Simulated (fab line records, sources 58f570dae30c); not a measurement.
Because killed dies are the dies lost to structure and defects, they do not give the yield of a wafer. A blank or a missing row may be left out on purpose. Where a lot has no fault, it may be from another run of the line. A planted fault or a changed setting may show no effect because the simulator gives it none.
Problem report in the 8D (eight disciplines) form, filled by code + flow berkeleyCmos170 + the parts of the form that need people (team, actions taken, sign-off) are left out

1. THE PROBLEM
At UCB170_PWELL_IMPLANT_15, beamEnergyKeV averages 56.871 over 6 wafers from 2 lots, while fault-free wafers read 60.004, standard deviation 0.021. That is -99 or more standard deviations from the usual mean.
The first sign was on wafer L196.2 at day 6 01:13, on implanter-03. The record holds 18 wafers of 6 lots with a number at this step. By rule, "out" or "out of limits" means more than 4 standard deviations away from the usual mean. Any other wafer with a number is counted as sound.

2. WHAT IT IS, AND WHAT IT ISN'T
| question                    | is                     | is not                                                                         |
|-----------------------------|------------------------|--------------------------------------------------------------------------------|
| which readings at this step | beamEnergyKeV          | -                                                                              |
| which lots                  | L196, L197             | L192, L204, L205, L206                                                         |
| which wafers of those lots  | all that have a number | -                                                                              |
| read on which tools         | implanter-03           | implanter-04                                                                   |
| when                        | from day 6 01:13       | up to then (3 sound wafers); but 9 sound wafers of L204, L205, L206 came after |

3. WHAT RULES OUT EACH SUSPECT
Counting: any tool at a process step up to the reading is kept as a suspect provided that every lot that is out went through it and no sound lot did after the first of them.
- implanter-03 at UCB170_PWELL_IMPLANT_15: kept. Every lot that is out went through it, starting with L196 (day 6 01:13), and after that it ran no sound lot; the last sound lot it ran before then is L192 (day 5 03:04). On those wafers its own readings are out: beamEnergyKeV.
After counting, what remains is implanter-03 at UCB170_PWELL_IMPLANT_15.

4. THE CAUSE (what the simulator had put in)
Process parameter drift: implanter-03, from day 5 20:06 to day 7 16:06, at UCB170_PWELL_IMPLANT_15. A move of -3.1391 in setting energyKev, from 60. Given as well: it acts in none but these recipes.
Only this tool survived the counting.

5. THE CHAIN OF EFFECTS, in route order
Each row: a reading whose mean over the struck wafers that have a number lies more than 3 standard deviations from the usual. Readings are gone through only where the record gives a usual standard deviation; hours: the median, over the lots, of the time from a lot's start at the first step in this table giving one to that lot's start at this step; sigmas: the change measured in usual standard deviations.
| hours | step                    | reading       | usual  | on struck wafers | change | sigmas      |
|-------|-------------------------|---------------|--------|------------------|--------|-------------|
| 0     | UCB170_PWELL_IMPLANT_15 | beamEnergyKeV | 60.004 | 56.871           | -3.133 | -99 or more |
Process steps it contains:
- UCB170_PWELL_IMPLANT_15

6. WHAT WOULD HAVE CAUGHT IT SOONER
First out-of-limits reading in this record: day 6 01:13, which is 5 hours after fault onset at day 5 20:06.
